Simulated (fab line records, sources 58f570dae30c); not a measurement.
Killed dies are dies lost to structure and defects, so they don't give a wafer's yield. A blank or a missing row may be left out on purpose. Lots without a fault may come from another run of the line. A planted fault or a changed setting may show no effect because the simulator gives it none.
Chamber matching | flow berkeley_cmos170 | UCB170_SILICIDE_WET_ETCH_05 on wet_bench-04: 3 sister chambers
The step etches Ti in SPM, time 45 s. 18 wafers are shown with their chamber, then 3 later ones without.

WAFERS WITH THEIR CHAMBER
wafer  | chamber | bath_guard_temp_C (C) | temp_c (C)
L272.1 | 0       | 120.9                 | 119.91
L272.2 | 0       | 121.1                 | 120.15
L272.6 | 0       | 121.3                 | 119.91
L275.1 | 3       | 119.7                 | 120.02
L275.2 | 3       | 119.5                 | 120.26
L275.3 | 3       | 119.6                 | 120.08
L273.1 | 3       | 119.6                 | 120.33
L273.2 | 3       | 119.5                 | 120.00
L273.3 | 3       | 120.0                 | 120.20
L274.4 | 2       | 120.0                 | 119.94
L274.5 | 2       | 120.3                 | 119.86
L274.6 | 2       | 120.1                 | 120.03
L276.1 | 2       | 120.5                 | 119.96
L276.2 | 2       | 119.9                 | 120.06
L276.6 | 2       | 120.5                 | 120.19
L277.2 | 3       | 119.5                 | 119.78
L277.4 | 3       | 119.8                 | 119.87
L277.5 | 3       | 119.1                 | 120.10

SIGNATURES (means of the wafers above)
reading           | chamber 0 | chamber 2 | chamber 3 | scatter within a chamber
bath_guard_temp_C | 121.100   | 120.217   | 119.589   | 0.245
temp_c            | 119.9900  | 120.0067  | 120.0711  | 0.154
Rule: a wafer's distance from a chamber is the root of the sum, over the readings, of the square of ((its reading less the chamber's mean) divided by the reading's scatter). The wafer belongs to the nearest chamber; if the next one is less than 2 further off, it can't be placed. The scatter: the root of (the sum of the squares of (reading less its chamber's mean) over the shown wafers, divided by (wafers less chambers)).

WAFERS WITHOUT THEIR CHAMBER
wafer  | bath_guard_temp_C (C) | temp_c (C)
L281.3 | 120.1                 | 119.89
L281.4 | 120.0                 | 120.00
L281.5 | 120.3                 | 120.00

WHICH CHAMBER EACH WENT THROUGH
wafer  | from the rows above     | in truth
L281.3 | can't be placed: 2 or 3 | 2
L281.4 | can't be placed: 2 or 3 | 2
L281.5 | 2                       | 2
Placed correctly: 1 of 3. Can't be placed from these rows: 2 (the true chamber is among the candidates in 2). Placed wrongly: 0.
